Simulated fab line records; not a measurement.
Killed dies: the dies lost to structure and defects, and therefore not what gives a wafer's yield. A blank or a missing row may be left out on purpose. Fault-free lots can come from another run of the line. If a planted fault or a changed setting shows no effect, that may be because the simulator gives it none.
Lot-split experiment -- flow rit_cmos -- 23 wafers read from 5 lots, route of 202 steps

## THE SPLIT
At RIT_ACTIVE_OXIDATION_01 (target thk 46.8 nm, ox time 3360 s), the setting temp_c was moved away from the recipe's 1000 C on 20 of the 23 wafers read, by -2.4% to +2.7%. This setting was run at the recipe's value on the other wafers.

There is no step in the file separating the split from the reading.

## THE READING
ACTIVE_OXIDE_THK (nm), taken at RIT_ACTIVE_THK_MEAS_02. Typical for fault-free wafers on this fab line: 46.7 nm, with standard deviation 0.79 nm.

wafer,"tool, chamber at the split","temp_c as run, C",against the recipe,"ACTIVE_OXIDE_THK, nm",against lot-mates on the recipe
L074.1,"-, -",976.1,-2.4%,37.0,no lot-mate on the recipe
L074.3,"-, -",976.1,-2.4%,37.2,no lot-mate on the recipe
L074.4,"-, -",976.1,-2.4%,37.5,no lot-mate on the recipe
L074.5,"-, -",976.1,-2.4%,36.5,no lot-mate on the recipe
L074.6,"-, -",976.1,-2.4%,37.1,no lot-mate on the recipe
L076.1,"-, -",1027,+2.7%,59.4,no lot-mate on the recipe
L076.2,"-, -",1027,+2.7%,60.8,no lot-mate on the recipe
L076.3,"-, -",1027,+2.7%,59.9,no lot-mate on the recipe
L076.4,"-, -",1027,+2.7%,60.2,no lot-mate on the recipe
L076.5,"-, -",1027,+2.7%,60.1,no lot-mate on the recipe
L082.1,"-, -",1026,+2.6%,60.4,no lot-mate on the recipe
L082.2,"-, -",1026,+2.6%,60.4,no lot-mate on the recipe
L082.4,"-, -",1026,+2.6%,60.2,no lot-mate on the recipe
L082.5,"-, -",1026,+2.6%,60.2,no lot-mate on the recipe
L082.6,"-, -",1026,+2.6%,60.1,no lot-mate on the recipe
L083.1,"-, -",1023,+2.3%,59.3,no lot-mate on the recipe
L083.3,"-, -",1023,+2.3%,59.2,no lot-mate on the recipe
L083.4,"-, -",1023,+2.3%,58.4,no lot-mate on the recipe
L083.5,"-, -",1023,+2.3%,59.1,no lot-mate on the recipe
L083.6,"-, -",1023,+2.3%,58.8,no lot-mate on the recipe
L085.2,"furnace-03, 0",1000,recipe,46.9,-
L085.3,"furnace-03, 0",1000,recipe,47.3,-
L085.6,"furnace-03, 0",1000,recipe,46.5,-

FIT RESULTS
A straight line over all 23 wafers: ACTIVE_OXIDE_THK changes by +4.65 nm for each +1% of temp_c; r = +1.00; the points scatter about the line by 0.6 nm.
Too few moved wafers have a lot-mate on the recipe to fit a line with each lot's own level taken away.

## THE WHOLE CHAIN: every reading that the file lists as answering this split, in the file's order
step,what it does,reading,change (the file's fit),r (the file's)
RIT_ACTIVE_OXIDATION_01,"target thk 46.8 nm, ox time 3360 s","SiO2_of_ACTIVE_OXIDATION_01.thk_nm (the simulator's own value, which no gauge read)",+4.65 nm for each +1% of the setting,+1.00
RIT_ACTIVE_THK_MEAS_02,,ACTIVE_OXIDE_THK,+4.65 for each +1% of the setting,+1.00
RIT_ACTIVE_ETCH_13,"etches Si3N4 in SF6, stops on SiO2, time 210 s, target depth 210 nm","SiO2_of_ACTIVE_OXIDATION_01.thk_nm (the simulator's own value, which no gauge read)",+4.95 nm for each +1% of the setting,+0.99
RIT_FOX2_WET_ETCH_03,"etches Si3N4 in H3PO4, target depth 195 nm, time 2700 s","SiO2_of_ACTIVE_OXIDATION_01.thk_nm (the simulator's own value, which no gauge read)",+4.41 nm for each +1% of the setting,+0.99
RIT_M1_PROBE_99,,"etest.pldd.width_nm (the simulator's own value, which no gauge read)",-64.4 nm for each +1% of the setting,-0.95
RIT_M1_PROBE_99,,"etest.nldd.width_nm (the simulator's own value, which no gauge read)",-66.6 nm for each +1% of the setting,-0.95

## THE FILE'S OWN FIT
ACTIVE_OXIDE_THK changes by +4.65 nm for each +1% of temp_c, r = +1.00.
